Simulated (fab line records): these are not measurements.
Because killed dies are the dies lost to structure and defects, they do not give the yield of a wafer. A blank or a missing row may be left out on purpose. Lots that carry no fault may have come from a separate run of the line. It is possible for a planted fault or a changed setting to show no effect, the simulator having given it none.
fab line records    flow rit_cmos
record: lots: 7  wafers: 21  last_day: 7
route steps=202 shown NSD@131 PSD@142 M1@202
lots that met no fault: taken from a fault-free run of the same line
start_h: the number of hours between the record's first day and the start of the first shown wafer of the lot    wait_h: hours from the lot's prior step to this one    " identical to the entry in the row above    L1.1+2: a single row standing in for several wafers    - no value, or no start was given    * or withheld: withheld    < > ~ a bound
route shown NAME@n: names a module that has steps shown in the file, with the first one's number in the route    usual: mean/standard deviation of fault-free wafers    same: alike in all rows    chamber/n: place in a boat    sites: readings site by site    _std_site: how widely they spread, as a standard deviation    _edge_site: outer sites' mean less inner sites'    radius_mm: how far each site lies from the wafer's centre    mask NAME#n: copy n    behind: the last tool/chamber to shape the wafer    hold: the reason the lot was held/the length of the hold in hours/how it ended    device: which transistor (n, p or np) failed to switch    end of line: the route-end tests of the same wafers    where a step has no rows: the recipe by itself    killed: not the wafer's yield, but the dies lost to structure and defects at the first sort    map: the dies of a wafer, with x for killed, . for not killed, _ for no die there
set.NAME: setting as actually run; set.NAME@STEP: the setting as run at that earlier step    model.NAME: the simulator's own value behind a step, which no gauge read
lots at selected steps of the route; one table per step, one row per wafer
services: from which hour (start_h, from the record's first day; less than 0 if before it) a tool's chamber was out of use, for how many hours, and why
== steps ==
step: RIT_NSD_HMDS_00
recipe: prime_time_s: 60  prime_temp_c: 140
step: RIT_NSD_COAT_01
recipe: resist: NOVOLAK  spin_rpm: 3250  resist_thk_nm: 1000
step: RIT_NSD_SOFTBAKE_02
recipe: resist: NOVOLAK  temp_c: 90  time_s: 60
step: RIT_NSD_EXPOSE_03
recipe: mask_id: M9  na: 0.57  target_cd_nm: 40700  dose_mj: 250
step: RIT_NSD_PEB_04
recipe: resist: NOVOLAK  temp_c: withheld  time_s: withheld
step: RIT_NSD_DEVELOP_05
recipe: resist: NOVOLAK  develop_time_s: 50  dev_temp_c: 21.99
step: RIT_NSD_OVL_MEAS_06
usual: NSD_OVL: 0.5/1.5
lot.wafer  tool        chamber  start_h  wait_h  NSD_OVL[nm]
L473.1     overlay-01  -        69.56    -       0.9
L473.2     "           -        "        "       1.3
L473.3     "           -        "        "       1.9
L475.2     overlay-01  -        73.71    -       0.1
L475.4     "           -        "        "       1.4
L475.5     "           -        "        "       0.0
L477.1     overlay-02  -        87.51    -       -1.5
L477.2     "           -        "        "       -0.1
L477.3     "           -        "        "       1.3
L480.1     overlay-01  -        102.23   -       -0.7
L480.3     "           -        "        "       -1.6
L480.5     "           -        "        "       -1.0
L483.3     overlay-01  -        116.67   -       1.3
L483.5     "           -        "        "       3.4
L483.6     "           -        "        "       1.8
L488.1     overlay-01  -        141.70   -       0.3
L488.3     "           -        "        "       1.3
L488.4     "           -        "        "       1.2
L490.1     overlay-02  -        148.61   -       3.3
L490.2     "           -        "        "       2.9
L490.5     "           -        "        "       2.0
step: RIT_NSD_HARDBAKE_07
recipe: resist: NOVOLAK  temp_c: 140  time_s: 60
step: RIT_NSD_IMPLANT_08
recipe: species: P  energy_kev: 25.35  dose_cm2: 1e+15  tilt_deg: 7
step: RIT_NSD_STRIP_09
recipe: chemistry: O2  time_s: 180  resist: NOVOLAK  platen_temp_c: withheld  power_w: 500  pressure_mtorr: 4000  o2_flow_sccm: 4000
usual: drypump_motor_current_A: 5.5/0.43  rf_refl_power_W: 6.6/0.65
lot.wafer  tool             chamber  start_h  wait_h  drypump_motor_current_A  rf_hours_counter_h  rf_refl_power_W
L473.1     plasma_asher-02  0        69.90    0.1     5.3                      41                  7.3
L473.2     "                1        "        "       6.2                      41                  7.2
L473.3     "                1        "        "       6.2                      -                   7.3
L475.2     plasma_asher-02  1        74.04    0.1     6.1                      42                  7.2
L475.4     "                0        "        "       5.3                      -                   7.1
L475.5     "                1        "        "       6.1                      -                   7.1
L477.1     plasma_asher-02  1        87.85    0.1     6.1                      43                  7.1
L477.2     "                0        "        "       5.3                      43                  7.0
L477.3     "                0        "        "       5.3                      -                   7.2
L480.1     plasma_asher-02  1        102.56   0.1     6.1                      44                  7.2
L480.3     "                0        "        "       5.3                      -                   7.0
L480.5     "                1        "        "       6.2                      -                   7.1
L483.3     plasma_asher-01  1        117.05   0.1     5.4                      -                   6.2
L483.5     "                1        "        "       5.4                      -                   5.9
L483.6     "                0        "        "       4.9                      -                   6.5
L488.1     plasma_asher-01  0        142.03   0.1     4.9                      50                  6.1
L488.3     "                1        "        "       5.4                      -                   6.4
L488.4     "                0        "        "       4.9                      -                   6.0
L490.1     plasma_asher-01  0        148.94   0.1     4.9                      51                  5.9
L490.2     "                1        "        "       5.4                      51                  6.1
L490.5     "                0        "        "       4.9                      -                   6.1
step: RIT_NSD_TW_MEAS_10
usual: NSD_TW: 3134/39
lot.wafer  tool           chamber  start_h  wait_h  NSD_TW
L473.1     film_metro-02  -        70.08    0.1     3086
L473.2     "              -        "        "       3104
L473.3     "              -        "        "       3069
L475.2     film_metro-02  -        74.23    0.1     3076
L475.4     "              -        "        "       3076
L475.5     "              -        "        "       3089
L477.1     film_metro-03  -        88.02    0.1     3154
L477.2     "              -        "        "       3167
L477.3     "              -        "        "       3174
L480.1     film_metro-04  -        102.74   0.1     3151
L480.3     "              -        "        "       3131
L480.5     "              -        "        "       3153
L483.3     film_metro-04  -        117.19   0.1     3122
L483.5     "              -        "        "       3139
L483.6     "              -        "        "       3151
L488.1     film_metro-03  -        142.21   0.1     3154
L488.3     "              -        "        "       3162
L488.4     "              -        "        "       3165
L490.1     film_metro-02  -        149.12   0.1     3086
L490.2     "              -        "        "       3073
L490.5     "              -        "        "       3090
step: RIT_PSD_HMDS_00
recipe: prime_time_s: 60  prime_temp_c: 140
step: RIT_PSD_COAT_01
recipe: resist: NOVOLAK  spin_rpm: 3250  resist_thk_nm: 1000
usual: spin_speed_rpm: 3249.9/2.1
lot.wafer  tool            chamber  start_h  wait_h  spin_speed_rpm  model.NOVOLAK_of_PSD_COAT_01.thk_nm
L473.1     litho_track-04  0        70.30    0.1     3250.2          1004
L473.2     "               0        "        "       3250.9          1004
L473.3     "               0        "        "       3251.5          1001
L475.2     litho_track-04  0        74.45    0.1     3255.1          1006
L475.4     "               0        "        "       3254.2          1002
L475.5     "               0        "        "       3252.2          1004
L477.1     litho_track-04  0        88.23    0.1     3415.1          981.7
L477.2     "               0        "        "       3414.7          979.3
L477.3     "               0        "        "       3411.8          982.9
L480.1     litho_track-04  0        102.95   0.1     3412.4          979.8
L480.3     "               0        "        "       3411.7          980.6
L480.5     "               0        "        "       3414.1          981.8
L483.3     litho_track-04  0        117.60   0.1     3411.5          979.6
L483.5     "               0        "        "       3415.3          980
L483.6     "               0        "        "       3411.3          979.2
L488.1     litho_track-01  0        142.42   0.1     3247.7          1001
L488.3     "               0        "        "       3247.2          1004
L488.4     "               0        "        "       3250.1          1004
L490.1     litho_track-01  0        149.37   0.1     3250.4          1004
L490.2     "               0        "        "       3249.1          1004
L490.5     "               0        "        "       3250.1          1003
step: RIT_PSD_SOFTBAKE_02
recipe: resist: NOVOLAK  temp_c: 90  time_s: 60
step: RIT_PSD_EXPOSE_03
recipe: mask_id: M10  na: 0.57  target_cd_nm: 40900  dose_mj: 250
step: RIT_PSD_PEB_04
recipe: resist: NOVOLAK  temp_c: withheld  time_s: withheld
step: RIT_PSD_DEVELOP_05
recipe: resist: NOVOLAK  develop_time_s: 50  dev_temp_c: 23
step: RIT_PSD_OVL_MEAS_06
usual: PSD_OVL: -0.3/1.2
lot.wafer  tool        chamber  start_h  wait_h  PSD_OVL[nm]
L473.1     overlay-01  -        71.00    -       -0.1
L473.2     "           -        "        "       0.0
L473.3     "           -        "        "       0.0
L475.2     overlay-02  -        75.13    -       -0.9
L475.4     "           -        "        "       -0.5
L475.5     "           -        "        "       -1.8
L477.1     overlay-02  -        89.27    -       0.7
L477.2     "           -        "        "       -1.2
L477.3     "           -        "        "       -0.1
L480.1     overlay-01  -        103.73   -       0.2
L480.3     "           -        "        "       -0.6
L480.5     "           -        "        "       -0.6
L483.3     overlay-01  -        118.50   -       -0.9
L483.5     "           -        "        "       1.2
L483.6     "           -        "        "       2.0
L488.1     overlay-01  -        143.36   -       -0.6
L488.3     "           -        "        "       -1.1
L488.4     "           -        "        "       -1.2
L490.1     overlay-02  -        150.19   -       -0.2
L490.2     "           -        "        "       1.2
L490.5     "           -        "        "       -1.0
step: RIT_PSD_HARDBAKE_07
recipe: resist: NOVOLAK  temp_c: 140  time_s: 60
lot.wafer  tool            chamber  start_h  wait_h  model.NOVOLAK_of_PSD_COAT_01.thk_nm
L473.1     litho_track-03  0        71.24    0.2     887.7
L473.2     "               0        "        "       887
L473.3     "               0        "        "       885
L475.2     litho_track-04  0        75.19    0.0     888.8
L475.4     "               0        "        "       885.7
L475.5     "               0        "        "       887
L477.1     litho_track-04  0        89.42    0.1     867.8
L477.2     "               0        "        "       865.7
L477.3     "               0        "        "       868.9
L480.1     litho_track-04  0        103.76   0.0     866.1
L480.3     "               0        "        "       866.7
L480.5     "               0        "        "       867.9
L483.3     litho_track-01  0        118.58   0.1     866
L483.5     "               0        "        "       866.2
L483.6     "               0        "        "       865.5
L488.1     litho_track-01  0        143.39   0.0     884.3
L488.3     "               0        "        "       887.1
L488.4     "               0        "        "       886.9
L490.1     litho_track-04  0        150.23   0.0     887.7
L490.2     "               0        "        "       887.1
L490.5     "               0        "        "       886.7
step: RIT_PSD_IMPLANT_08
recipe: species: BF2  energy_kev: 27  dose_cm2: 5e+15  tilt_deg: 7
step: RIT_M1_PROBE_99
usual: killed_at_contacts: 0.1/0.27  killed_at_front_end: 7/3.3  killed_dies: 7/3.3  killed_open: 3.5/2  killed_short: 3.8/2.2
same: gross_dies: 264  killed_at_M0_to_M3: 0  killed_at_M4_up: 0  killed_at_back_side: 0  killed_at_other: 0
lot.wafer  tool       chamber  start_h  wait_h  killed_at_contacts  killed_at_front_end  killed_dies  killed_open  killed_short
L473.1     prober-01  -        79.45    0.1     0                   5                    5            2            3
L473.2     prober-01  -        79.50    0.1     0                   9                    9            2            7
L473.3     prober-01  -        79.55    0.2     0                   7                    7            3            4
L475.2     prober-01  -        83.56    0.1     0                   6                    6            4            2
L475.4     prober-01  -        83.66    0.2     0                   6                    6            3            3
L475.5     prober-01  -        83.71    0.2     0                   8                    8            2            6
L477.1     prober-01  -        97.88    0.1     0                   4                    4            2            2
L477.2     prober-01  -        97.93    0.1     0                   3                    3            1            2
L477.3     prober-01  -        97.98    0.2     0                   6                    6            2            4
L480.1     prober-02  -        112.26   0.1     1                   12                   13           8            5
L480.3     prober-02  -        112.36   0.2     1                   9                    10           3            7
L480.5     prober-02  -        112.46   0.2     1                   10                   11           8            3
L483.3     prober-01  -        127.17   0.2     0                   3                    3            2            1
L483.5     prober-01  -        127.27   0.2     0                   4                    4            3            1
L483.6     prober-01  -        127.32   0.2     0                   10                   10           4            6
L488.1     prober-02  -        151.96   0.1     0                   10                   10           4            6
L488.3     prober-02  -        152.06   0.2     0                   8                    8            2            6
L488.4     prober-02  -        152.11   0.2     0                   7                    7            6            1
L490.1     prober-02  -        158.58   0.1     0                   4                    4            0            4
L490.2     prober-02  -        158.63   0.1     0                   6                    6            1            5
L490.5     prober-02  -        158.78   0.2     0                   9                    9            3            6
killed by level:class
L473.1 FOX1:geometric_particle:open=2 FOX1:geometric_particle:short=1 REOX:geometric_particle:short=1 SILICIDE:geometric_particle:short=1
L473.2 FOX2:geometric_particle:short=2 REOX:geometric_particle:short=2 SILICIDE:geometric_particle:short=2 GATE:geometric_particle:open=1 GATE:geometric_particle:short=1 REOX:geometric_particle:open=1
L473.3 SPACER:geometric_particle:open=2 FOX2:geometric_particle:open=1 GATE:geometric_particle:short=1 REOX:geometric_particle:short=1 SPACER:geometric_particle:short=1 SILICIDE:geometric_particle:short=1
L475.2 REOX:geometric_particle:open=2 FOX2:geometric_particle:short=1 GATE:geometric_particle:open=1 SPACER:geometric_particle:short=1 SILICIDE:geometric_particle:open=1
L475.4 SPACER:geometric_particle:open=2 FOX2:geometric_particle:short=1 GATE:geometric_particle:short=1 REOX:geometric_particle:open=1 SPACER:geometric_particle:short=1
L475.5 SILICIDE:geometric_particle:short=4 GATE:geometric_particle:short=1 REOX:geometric_particle:open=1 SPACER:geometric_particle:short=1 SILICIDE:geometric_particle:open=1
L477.1 FOX1:geometric_particle:short=1 GATE:geometric_particle:open=1 SPACER:geometric_particle:open=1 SPACER:geometric_particle:short=1
L477.2 FOX1:geometric_particle:short=1 GATE:geometric_particle:open=1 REOX:geometric_particle:short=1
L477.3 FOX1:geometric_particle:short=1 FOX2:geometric_particle:short=1 GATE:geometric_particle:open=1 REOX:geometric_particle:open=1 SPACER:geometric_particle:short=1 SILICIDE:geometric_particle:short=1
L480.1 GATE:geometric_particle:open=3 SPACER:geometric_particle:short=3 SPACER:geometric_particle:open=2 FOX1:geometric_particle:open=1 FOX1:geometric_particle:short=1 FOX2:geometric_particle:open=1 GATE:geometric_particle:short=1 CONTACT:geometric_particle:open=1
L480.3 SPACER:geometric_particle:short=3 GATE:geometric_particle:open=2 REOX:geometric_particle:short=2 FOX2:geometric_particle:open=1 GATE:geometric_particle:short=1 CONTACT:geometric_particle:short=1
L480.5 GATE:geometric_particle:open=3 FOX1:geometric_particle:short=2 FOX2:geometric_particle:open=2 FOX1:geometric_particle:open=1 GATE:geometric_particle:short=1 SILICIDE:geometric_particle:open=1 CONTACT:geometric_particle:open=1
L483.3 GATE:geometric_particle:open=1 GATE:geometric_particle:short=1 SPACER:geometric_particle:open=1
L483.5 GATE:geometric_particle:open=2 SPACER:geometric_particle:open=1 SILICIDE:geometric_particle:short=1
L483.6 SILICIDE:geometric_particle:short=3 FOX1:geometric_particle:short=2 GATE:geometric_particle:open=2 FOX2:geometric_particle:open=1 GATE:geometric_particle:short=1 SILICIDE:geometric_particle:open=1
L488.1 FOX1:geometric_particle:short=2 SPACER:geometric_particle:short=2 FOX1:geometric_particle:open=1 FOX2:geometric_particle:open=1 GATE:geometric_particle:short=1 REOX:geometric_particle:short=1 REOX:geometric_particle:open=1 SPACER:geometric_particle:open=1
L488.3 GATE:geometric_particle:short=2 REOX:geometric_particle:short=2 FOX1:geometric_particle:open=1 FOX2:geometric_particle:short=1 GATE:geometric_particle:open=1 SILICIDE:geometric_particle:short=1
L488.4 FOX1:geometric_particle:open=2 GATE:geometric_particle:open=2 FOX2:geometric_particle:open=1 GATE:geometric_particle:short=1 SPACER:geometric_particle:open=1
L490.1 SPACER:geometric_particle:short=2 GATE:geometric_particle:short=1 REOX:geometric_particle:short=1
L490.2 REOX:geometric_particle:short=3 FOX2:geometric_particle:short=1 GATE:geometric_particle:open=1 SILICIDE:geometric_particle:short=1
L490.5 FOX2:geometric_particle:short=2 SPACER:geometric_particle:short=2 FOX2:geometric_particle:open=1 GATE:geometric_particle:open=1 REOX:geometric_particle:short=1 SPACER:geometric_particle:open=1 SILICIDE:geometric_particle:short=1
== services ==
tool             chamber  start_h  hours  kind
plasma_asher-02  -        108.75   9.0    pm
plasma_asher-02  0        108.75   9.0    vent_cycle
plasma_asher-02  1        108.75   9.0    vent_cycle
plasma_asher-02  0        117.75   -      clean
plasma_asher-02  1        117.75   -      clean
== key ==
first_sign: step: RIT_PSD_COAT_01  reading: spin_speed_rpm  direction: up  sigmas: 76  usual: 3249.9  struck: 3413.1
effect none on later readings
model_effect: step: RIT_PSD_COAT_01  value: NOVOLAK_of_PSD_COAT_01.thk_nm  without: 1005  struck: 980.6
model_effect: step: RIT_PSD_HARDBAKE_07  value: NOVOLAK_of_PSD_COAT_01.thk_nm  without: 888.1  struck: 866.8
met_at RIT_PSD_COAT_01
struck_wafers L477.1,L477.2,L477.3,L480.1,L480.3,L480.5,L483.3,L483.5,L483.6
tester_left_out L477,L480,L483
onset_between 74.45 88.23
fault: kind: process_parameter_drift  tool: litho_track-04  chamber: -  onset_h: 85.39  steps: RIT_PSD_COAT_01  channel: spin_rpm  offset: 163.55  shape: step  end_h: 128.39  acts_in: these_recipes_only  stated: 3250
tester_left_out: of these lots the tester's yield and bins aren't shown, on N5 and GAA mostly nor the transistor test; their killed dies are dies lost to structure and defects alone, not to doping, threshold or leakage, so they don't give the yield
